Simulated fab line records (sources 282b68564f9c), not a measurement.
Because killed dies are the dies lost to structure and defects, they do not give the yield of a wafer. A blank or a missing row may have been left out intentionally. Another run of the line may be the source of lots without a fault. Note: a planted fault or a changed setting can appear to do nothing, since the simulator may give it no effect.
Which of the tools did it? ; flow rit cmos ; 45 wafers from 15 lots sampled at 2 of the route's 202 steps

## WHAT THE GAUGES SHOWED, per wafer
The record lacks any reading of a measuring or inspecting step that a usual standard deviation could be used to judge.

## TOOL THAT RAN EACH LOT (tool first, then ch and the chambers of the sampled wafers, then the start)
lot;RIT_CONTACT_CLEAN_13;RIT_M1_PROBE_99
L516;wet bench-01 ch 1, day 3 07:40;prober-02, day 3 12:23
L517;wet bench-01 ch 2, day 3 13:54;prober-01, day 3 18:37
L518;wet bench-03 ch 3, day 3 19:56;prober-02, day 4 00:29
L521;wet bench-02 ch 2, day 4 10:02;prober-01, day 4 14:40
L523;wet bench-01 ch 1, day 4 15:56;prober-02, day 4 21:35
L525;wet bench-02 ch 1, day 5 06:55;prober-02, day 5 12:34
L526;wet bench-01 ch 1, day 5 07:46;prober-01, day 5 12:31
L527;wet bench-01 ch 1, day 5 12:20;prober-02, day 5 17:50
L531;wet bench-03 ch 0, day 6 10:32;prober-02, day 6 15:11
L532;wet bench-02 ch 2, day 6 14:15;prober-01, day 6 18:51
L534;wet bench-03 ch 3, day 6 21:59;prober-01, day 7 02:38
L535;wet bench-03 ch 2, day 7 06:11;prober-02, day 7 10:37
L537;wet bench-02 ch 0, day 7 15:08;prober-02, day 7 19:39
L538;wet bench-02 ch 0, day 7 20:38;prober-01, day 8 01:08
L539;wet bench-03 ch 2, day 8 00:36;prober-01, day 8 05:39
- RIT_CONTACT_CLEAN_13: cleans in SC1, time 600 s.
- RIT_M1_PROBE_99

## WHAT THE TOOLS THEMSELVES READ (means of the sampled wafers that have a number; where no wafer has one, the mark that the record gives instead)
RIT_CONTACT_CLEAN_13.
lot;tool;bath guard temp C (C);temp c (C)
L516;wet bench-01;75.4;74.83
L517;wet bench-01;75.8;74.98
L518;wet bench-03;74.7;74.81
L521;wet bench-02;75.2;74.89
L523;wet bench-01;79.8;79.16
L525;wet bench-02;74.7;75.11
L526;wet bench-01;79.8;79.27
L527;wet bench-01;79.6;79.29
L531;wet bench-03;74.6;75.09
L532;wet bench-02;75.1;75.04
L534;wet bench-03;74.7;75.17
L535;wet bench-03;74.5;74.84
L537;wet bench-02;74.8;74.93
L538;wet bench-02;75.3;74.98
L539;wet bench-03;74.4;74.85

RIT_M1_PROBE_99.
lot;tool;killed_at_M0_to_M3;killed at contacts;killed at front end;killed dies;killed open;killed short
L516;prober-02;0.0;0.0;7;7;3.7;3.3
L517;prober-01;0.0;0.0;5;5;2.3;2.3
L518;prober-02;0.0;0.0;8;8;2.3;6.0
L521;prober-01;0.0;0.0;6;6;2.7;3.7
L523;prober-02;0.0;0.0;6;6;1.3;4.3
L525;prober-02;0.0;0.0;7;7;3.0;3.7
L526;prober-01;0.0;0.0;7;7;4.3;2.3
L527;prober-02;0.0;0.3;9;9;6.3;2.7
L531;prober-02;0.3;0.0;9;10;4.0;5.7
L532;prober-01;0.0;0.0;9;9;4.0;4.7
L534;prober-01;0.0;0.0;5;5;2.7;2.3
L535;prober-02;0.0;0.0;5;5;1.3;3.7
L537;prober-02;0.0;0.0;5;5;3.0;2.3
L538;prober-01;0.0;0.0;5;5;2.3;3.0
L539;prober-01;0.0;0.0;6;6;3.0;2.7

## THE ANSWER, worked out from the rows above alone
Rule: what is usual is taken from the lots themselves. The widest of any qualifying gaps counts: lots, ordered by their means at a reading, are off when they make up no more than a third of the lots, leave a main group of 4 or more, and stand apart from it by 3 or more times the standard deviation of that group's means. The tables above print the reading to a certain number of digits; a main group whose means all agree to those digits is not used. A lot without any number at a reading at which 4 lots or more have one is off too. All remaining lots with rows at the step are treated as sound. Order of review: gauges by route order, followed by the tools' own readings, for which a lot's mean as printed above is used. The first step at which some lot is off is used, and at that step the reading that is off furthest; a lot without a number counts as furthest.
Off: L523, L526, L527, at RIT_CONTACT_CLEAN_13 (temp c). For the main group the mean is 74.96 C and the standard deviation 0.12.
If a tool, at that step or one of the process steps before it, ran each lot that is off and ran no sound lot following the first of them, it fits. One fits: wet bench-01 at RIT_CONTACT_CLEAN_13. Its last sound lot is L517 (day 3 13:54), its first lot that is off L523 (day 4 15:56): a fault that began between those two fits.
The tool's own readings at RIT_CONTACT_CLEAN_13 bear it out: on the lots that are off they differ by more than 5 times the standard deviation of the sound lots' means. bath guard temp C reads 79.7 C there against 74.9 C on the sound lots; temp c reads 79.24 C there against 74.96 C on the sound lots.

## WHAT THE SIMULATOR PUT IN
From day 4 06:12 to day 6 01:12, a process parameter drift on wet bench-01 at RIT_CONTACT_CLEAN_13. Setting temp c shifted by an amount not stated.
Struck lots among those shown: L523, L526, L527. The same result came from the rule above.
